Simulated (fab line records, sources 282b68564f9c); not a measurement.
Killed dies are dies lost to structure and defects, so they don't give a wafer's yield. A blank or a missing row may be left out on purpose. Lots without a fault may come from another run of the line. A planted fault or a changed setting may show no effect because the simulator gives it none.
A struck lot beside a sound one | flow rit_cmos | 27 steps out of a route of 202
Sound: wafers L422.3, L422.4, L422.6. Struck: wafer L433.4. (L433.1, L433.6 of the same lot were not struck and are left out.) The cause comes at the end.
At each step with rows: each side's tool, then ch and its chambers, then its first start. Under that, the readings that differ: sound wafers | struck wafers | difference of the means | sigmas: that difference in standard deviations of wafers without a fault.
alike: readings whose means differ by less than 2 such deviations, and words and numbers that are the same on both sides. not compared: withheld readings, readings that some wafer has no value for, bounds like >300 that may hide the same value, and numbers for which the record gives no deviation and whose values overlap.
The two part at a step that has a row with sigmas, a row that says differs or no value, or rows on one side only. Numbers that don't overlap but have no deviation are shown without sigmas and don't part them. A reading that every wafer of one side lacks parts them only if that side has two wafers or more.

first, 4 steps without rows for these wafers: RIT_CONTACT_SOFTBAKE_04 (time 60 s); RIT_CONTACT_EXPOSE_05 (exposes mask M11, target cd 1000 nm); RIT_CONTACT_PEB_06; RIT_CONTACT_DEVELOP_07 (develop time 120 s).
RIT_CONTACT_CD_MEAS_08: target cd 1000 nm.
  sound on cd_sem-01, day 4 18:50; struck on cd_sem-01, day 7 03:39
  alike: cd_nm
RIT_CONTACT_OVL_MEAS_09:
  sound on overlay-02, day 4 18:55; struck on overlay-02, day 7 03:46
  alike: CONTACT_OVL
then, 1 step without rows for these wafers: RIT_CONTACT_HARDBAKE_10 (time 60 s).
RIT_CONTACT_ETCH_11: etches SiO2 in CHF3/CF4/Ar, stops on TiSi2, target depth 480 nm, time 320 s.
  sound on rie_diel-01 ch 1,2, day 4 19:24; struck on rie_diel-02 ch 1, day 7 03:58
  reading               | sound             | struck | difference | sigmas
  oes_product_au (a.u.) | 0.988 0.997 1.008 | 0.970  | -0.028     | -2
  alike: drypump_motor_current_A, throttle_valve_pct
  not compared: rf_hours_counter_h
RIT_CONTACT_STRIP_12: strips in O2, time 180 s.
  sound on plasma_asher-02 ch 0,1, day 4 19:40; struck on plasma_asher-01 ch 0, day 7 04:09
  alike: drypump_motor_current_A
  not compared: rf_hours_counter_h
RIT_CONTACT_CD_MEAS_90: target cd 1000 nm.
  sound on cd_sem-01, day 4 19:49; struck on cd_sem-02, day 7 04:20
  alike: cd_nm
then, 2 steps without rows for these wafers: RIT_CONTACT_CLEAN_13 (cleans in SC1, time 600 s); RIT_CONTACT_CLEAN_14 (cleans in SC2, time 600 s).
RIT_M1_SPUTTER_00: material Al, target thk 400 nm, time 500 s.
  sound on pvd_sputter-03, day 4 20:14; struck on pvd_sputter-02, day 7 05:00
  reading                               | sound             | struck | difference | sigmas
  model.Al_of_M1_SPUTTER_00.thk_nm (nm) | 398.2 399.8 401.5 | 523.4  | +123.6     |
  alike: throttle_valve_pct
RIT_M1_RS_MEAS_01: measures by four-point-probe.
  sound on film_metro-02, day 4 20:35; struck on film_metro-01, day 7 05:18
  reading           | sound                | struck | difference | sigmas
  M1_AL_RS (ohm/sq) | 0.0737 0.0732 0.0730 | 0.0559 | -0.0174    | -19
RIT_M1_THK_MEAS_02: measures by xrf.
  sound on film_metro-02, day 4 20:41; struck on film_metro-01, day 7 05:25
  reading        | sound       | struck | difference | sigmas
  M1_AL_THK (nm) | 396 398 401 | 521    | +123       | +24
then, 6 steps without rows for these wafers: RIT_M1_HMDS_03 (prime time 60 s); RIT_M1_COAT_04 (resist thk 1300 nm); RIT_M1_SOFTBAKE_05 (time 60 s); RIT_M1_EXPOSE_06 (exposes mask M12, target cd 2600 nm); RIT_M1_PEB_07; RIT_M1_DEVELOP_08 (develop time 64.68 s).
RIT_M1_CD_MEAS_09: target cd 2600 nm.
  sound on cd_sem-02, day 4 21:38; struck on cd_sem-01, day 7 06:22
  reading    | sound                | struck | difference | sigmas
  cd_nm (nm) | 2592.2 2595.3 2594.4 | 2599.3 | +5.3       | +2
RIT_M1_OVL_MEAS_10:
  sound on overlay-02, day 4 21:44; struck on overlay-01, day 7 06:29
  alike: M1_OVL
then, 1 step without rows for these wafers: RIT_M1_HARDBAKE_11 (time 120 s).
RIT_M1_METAL_ETCH_12: etches Al in Cl2/BCl3, stops on SiO2, time 165 s, target depth 600 nm.
  sound on rie_metal-04 ch 0,1, day 4 22:04; struck on rie_metal-01 ch 1, day 7 06:46
  reading               | sound             | struck | difference | sigmas
  oes_product_au (a.u.) | 0.779 0.784 0.779 | 0.895  | +0.114     | +10
  alike: drypump_motor_current_A, throttle_valve_pct
  not compared: rf_hours_counter_h
then, 1 step without rows for these wafers: RIT_M1_STRIP_13 (strips in nmp, time 600 s).
RIT_M1_PROBE_99:
  sound on prober-02, day 5 01:02; struck on prober-02, day 7 09:10
  reading                                        | sound                      | struck    | difference | sigmas
  killed_short                                   | 4 3 1                      | 7         | +4         | +2
  model.etest.m1_comb_over_steps.leak_log10_a_um | -12.79 -12.76 -12.81       | -11.05    | +1.74      |
  model.etest.m1.rs_ohm_sq                       | 0.07285 0.07262 0.0722     | 0.05468   | -0.01788   |
  model.etest.antenna_m1.vt_shift_v (V)          | -0.01344 -0.01481 -0.01452 | -0.002103 | +0.012154  |
  alike: defect_limited_yield, killed_at_contacts, killed_at_front_end, killed_dies, killed_open

WHERE THEY PART
First at RIT_CONTACT_ETCH_11; last, within this record, at RIT_M1_PROBE_99.

WHY: what the simulator had put in
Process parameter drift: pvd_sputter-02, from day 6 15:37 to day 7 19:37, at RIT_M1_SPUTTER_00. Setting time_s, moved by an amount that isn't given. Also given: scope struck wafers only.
